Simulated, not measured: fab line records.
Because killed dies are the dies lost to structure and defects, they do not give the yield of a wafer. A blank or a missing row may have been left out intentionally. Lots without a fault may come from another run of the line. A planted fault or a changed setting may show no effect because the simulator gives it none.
A single fault, viewed from 2 desks | flow berkeley-cmos170 | each desk has only its own numbers; what lay behind them comes last

## FOR THE TOOL OWNER'S DESK: rie-diel-02
The tool's own readings at UCB170_CONTACT_ETCH_18 (etches PSG in CHF3/CF4/Ar, stops on TiSi2, target depth 840 nm, time 195 s): means of the sampled wafers that have a number, for each lot that ran on this tool. Marked OUT: a lot whose mean sits more than 4 standard deviations from the usual mean, which makes it out of limits; the brackets give that distance.
Columns: A = CHF3_flow_sccm at UCB170_CONTACT_ETCH_18, usual 45.00 sccm; B = drypump-motor-current-A at UCB170_CONTACT_ETCH_18, usual 5.8 A; C = oes-product-au at UCB170_CONTACT_ETCH_18, usual 0.894 a.u.; D = throttle-valve-pct at UCB170_CONTACT_ETCH_18, usual 6.91 %
lot  | first seen here | A     | B   | C     | D
L521 | day 8 07:00     | 45.00 | 6.1 | 0.887 | 6.90
L522 | day 8 08:00     | 44.99 | 6.1 | 0.889 | 6.91
L524 | day 8 16:00     | 45.00 | 6.1 | 0.890 | 6.84
L529 | day 9 16:00     | 45.03 | 5.6 | 0.879 | 6.98
L534 | day 10 17:00    | 45.10 | 5.6 | 0.883 | 6.97
L535 | day 10 20:00    | 44.92 | 5.6 | 0.896 | 6.91
L538 | day 11 20:00    | 44.83 | 5.6 | 0.893 | 6.90
Finding of this desk: none of the 7 lots has anything out of limits.

## METROLOGY DESK
What the gauges read, lot by lot, whatever tool the lot ran on: means of the sampled wafers that have a number. Marked OUT: a lot whose mean sits more than 4 standard deviations from the usual mean, which makes it out of limits; the brackets give that distance.
Columns: A = M3_AL_THK at UCB170_M3_THK_MEAS_03, usual 895 nm
lot  | first seen here | A
L517 | day 7 12:16     | 902
L519 | day 8 10:58     | 880
L520 | day 8 23:35     | 889
L522 | day 9 00:12     | 896
L521 | day 9 00:40     | 895
L523 | day 9 08:01     | 908
L524 | day 9 12:35     | 885
L525 | day 9 15:37     | 894
L526 | day 9 19:25     | 908
L528 | day 10 10:34    | 903
L529 | day 10 10:41    | 904
L534 | day 11 08:45    | 892
L535 | day 11 16:13    | 884
L538 | day 12 12:02    | 886
L539 | day 12 12:22    | 907
Finding of this desk: none of the 15 lots has anything out of limits.

## PUT TOGETHER
The desk of the tool owner found nothing out of limits.
From the metrology desk's view, nothing was out of limits.

## WHAT HAD BEEN PUT IN BY THE SIMULATOR
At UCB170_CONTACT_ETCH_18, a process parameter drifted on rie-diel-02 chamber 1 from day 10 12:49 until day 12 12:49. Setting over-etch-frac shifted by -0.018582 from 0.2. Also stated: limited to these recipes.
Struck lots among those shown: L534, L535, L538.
